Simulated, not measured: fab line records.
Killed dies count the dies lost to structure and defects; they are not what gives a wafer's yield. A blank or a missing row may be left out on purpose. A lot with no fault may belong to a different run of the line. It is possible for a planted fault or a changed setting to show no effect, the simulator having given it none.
2 desks looking at one fault + flow rit_cmos + each desk holds nothing but its own numbers, with what lay behind them at the end

## DESK OF THE TOOL OWNER: implanter-02
The tool's own readings at RIT_PLDD_IMPLANT_08: means of the sampled wafers that have a number, for each lot that ran on this tool. Marked OUT: a lot whose mean sits more than 4 standard deviations from the usual mean, which makes it out of limits; the brackets give that distance.
Columns: A = dose_ions_cm2 at RIT_PLDD_IMPLANT_08, usual 9.001e+14; B = end_station_pressure_torr at RIT_PLDD_IMPLANT_08, usual 7.3e-06 Torr; C = faraday_current_uA at RIT_PLDD_IMPLANT_08, usual 2829; D = tilt_deg at RIT_PLDD_IMPLANT_08, usual 7.006 degrees
| lot  | first seen here | A                           | B                  | C              | D     |
|------|-----------------|-----------------------------|--------------------|----------------|-------|
| L233 | day 4 17:16     | 8.994e+14                   | 7.4e-06            | 2819           | 6.980 |
| L235 | day 5 01:51     | 8.993e+14                   | 7.2e-06            | 2813           | 7.027 |
| L237 | day 5 14:14     | 9.015e+14                   | 7.2e-06            | 2852           | 6.976 |
| L239 | day 5 17:37     | 9.010e+14                   | 6.8e-06            | 2786           | 7.008 |
| L244 | day 6 18:55     | 4.065e+14 (-99 or more) OUT | 5.8e-06 (-4.3) OUT | 1276 (-27) OUT | 7.012 |
| L245 | day 7 04:44     | 4.073e+14 (-99 or more) OUT | 6.2e-06            | 1272 (-27) OUT | 7.005 |
Finding of this desk: L244, L245 out of limits; the first was L244 at day 6 18:55, on dose_ions_cm2 at RIT_PLDD_IMPLANT_08. L233, L235, L237, L239 stayed within limits.

## FROM THE METROLOGY DESK
Lot by lot, what the gauges showed, no matter which tool ran the lot: averages of those sampled wafers that carry a number. Marked OUT: a lot whose mean sits more than 4 standard deviations from the usual mean, which makes it out of limits; the brackets give that distance.
Columns: A = PLDD_TW at RIT_PLDD_TW_MEAS_10, usual 2387; B = PLDD_RS at RIT_SDANNEAL_RS_MEAS_06, usual 178.8 ohm/sq
| lot  | first seen here | A              | B                       |
|------|-----------------|----------------|-------------------------|
| L225 | day 2 22:11     | 2380           | 178.7                   |
| L232 | day 4 09:33     | 2376           | 179.4                   |
| L233 | day 4 17:35     | 2376           | 178.6                   |
| L234 | day 4 18:49     | 2380           | 179.4                   |
| L235 | day 5 02:11     | 2400           | 178.4                   |
| L236 | day 5 08:49     | 2388           | 178.5                   |
| L237 | day 5 14:32     | 2377           | 178.6                   |
| L238 | day 5 17:20     | 2381           | 178.7                   |
| L239 | day 5 17:56     | 2403           | 178.7                   |
| L243 | day 6 17:29     | 2408           | 178.5                   |
| L244 | day 6 19:11     | 1915 (-36) OUT | 302.4 (+99 or more) OUT |
| L245 | day 7 05:03     | 1924 (-36) OUT | 302.3 (+99 or more) OUT |
| L247 | day 7 14:56     | 2394           | 178.4                   |
| L248 | day 7 18:52     | 2390           | 179.2                   |
This desk's result: L244, L245 out of limits, first on L244 (PLDD_TW at RIT_PLDD_TW_MEAS_10), day 6 19:11. L225, L232, L233, L234, L235, L236, L237, L238, L239, L243, L247, L248 stayed within limits.

## TAKEN TOGETHER
The tool owner's desk could have raised an alarm at day 6 18:55, on L244, L245.
On L244, L245, the metrology desk was in a position to raise an alarm at day 6 19:11.
On implanter-02, each named lot ran RIT_PLDD_IMPLANT_08.

## WHAT WAS PUT IN BY THE SIMULATOR
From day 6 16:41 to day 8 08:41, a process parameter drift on implanter-02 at RIT_PLDD_IMPLANT_08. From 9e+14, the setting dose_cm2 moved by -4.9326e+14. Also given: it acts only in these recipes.
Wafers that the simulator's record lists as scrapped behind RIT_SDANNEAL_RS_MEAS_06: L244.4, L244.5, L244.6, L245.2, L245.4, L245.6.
Struck lots among those shown: L244, L245.
Delay (hours) between the fault's onset and each desk's first out-of-limits reading: 2 at the tool owner's desk, 2 at the metrology desk.
